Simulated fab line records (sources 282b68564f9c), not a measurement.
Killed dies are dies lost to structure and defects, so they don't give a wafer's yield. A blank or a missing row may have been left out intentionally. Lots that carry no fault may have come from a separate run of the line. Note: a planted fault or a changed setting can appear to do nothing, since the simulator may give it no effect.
8D (eight disciplines) problem report, filled in by code ; flow rit-cmos ; the parts of the form that need people (team, actions taken, sign-off) are left out

1. WHAT WENT WRONG
At RIT_FOX2_CLEAN_02, run-length-s averages 384.9 s over 6 wafers from 2 lots, while fault-free wafers read 206.2 s, standard deviation 2.5. That puts it +71 standard deviations away from the usual mean.
The step: cleans in dHF, time 180 s.
The first sign was on wafer L811.1 at day 5 05:19, on wet-bench-04. Wafers with a number at this step in the record: 42, from 14 lots. Rule for "out", or "out of limits": more than 4 standard deviations from the usual mean. The other wafers with a number count as sound.

2. WHAT IT IS; WHAT IT IS NOT
question;is;is not
which readings at this step;run-length-s;-
which lots;L811, L812;L796, L797, L798, L799, L800, L801, L802, L804, L805, L806, L807, L816
which wafers of those lots;all that have a number;-
read on which tools;wet-bench-04;wet-bench-02, wet-bench-03
when;from day 5 05:19;"up to then (33 sound wafers); but 3 sound wafers of L816 came after"

3. THE SUSPECTS, EACH WITH WHAT RULES IT OUT
Counting: a tool stays on the suspect list if, at a process step up to the reading, it processed all lots that are out and no sound lot following the first of them.
- wet-bench-04 at RIT_FOX2_CLEAN_02 (cleans in dHF, time 180 s): kept. It ran every lot that is out, first L811 (day 5 05:19), and no sound lot after that; its last sound lot up to then is L801 (day 3 02:48). Its own readings are out on those wafers: run-length-s.
Left after counting: wet-bench-04 at RIT_FOX2_CLEAN_02.

4. THE CAUSE (what the simulator had put in)
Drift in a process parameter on wet-bench-04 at RIT_FOX2_CLEAN_02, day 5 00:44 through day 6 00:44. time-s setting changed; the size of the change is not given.
This tool alone remained once counting was done.

5. THE CHAIN OF EFFECTS, in route order
Each row: a reading whose mean over the struck wafers that have a number lies more than 3 standard deviations from the usual. Only readings whose record carries a usual standard deviation are examined. hours: median over the lots of the time between each lot's start at the first step of this table that gives one and its start at this step. sigmas: the change, counted in usual standard deviations.
hours;step;reading;usual;on struck wafers;change;sigmas
0;RIT_FOX2_CLEAN_02;run-length-s;206.2 s;384.9;+178.7;+71
Here are the process steps it includes:
- RIT_FOX2_CLEAN_02: cleans in dHF, time 180 s.
Later measuring or inspecting steps at which every struck wafer that the step has a row for has a number for every such reading, and none has moved that far: RIT_FOX2_THK_MEAS_90, RIT_FOX2_THK_MEAS_91.

6. HOW IT WOULD HAVE BEEN CAUGHT EARLIER
In this record the first reading out of limits was taken at day 5 05:19, 5 hours after the fault began at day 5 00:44.
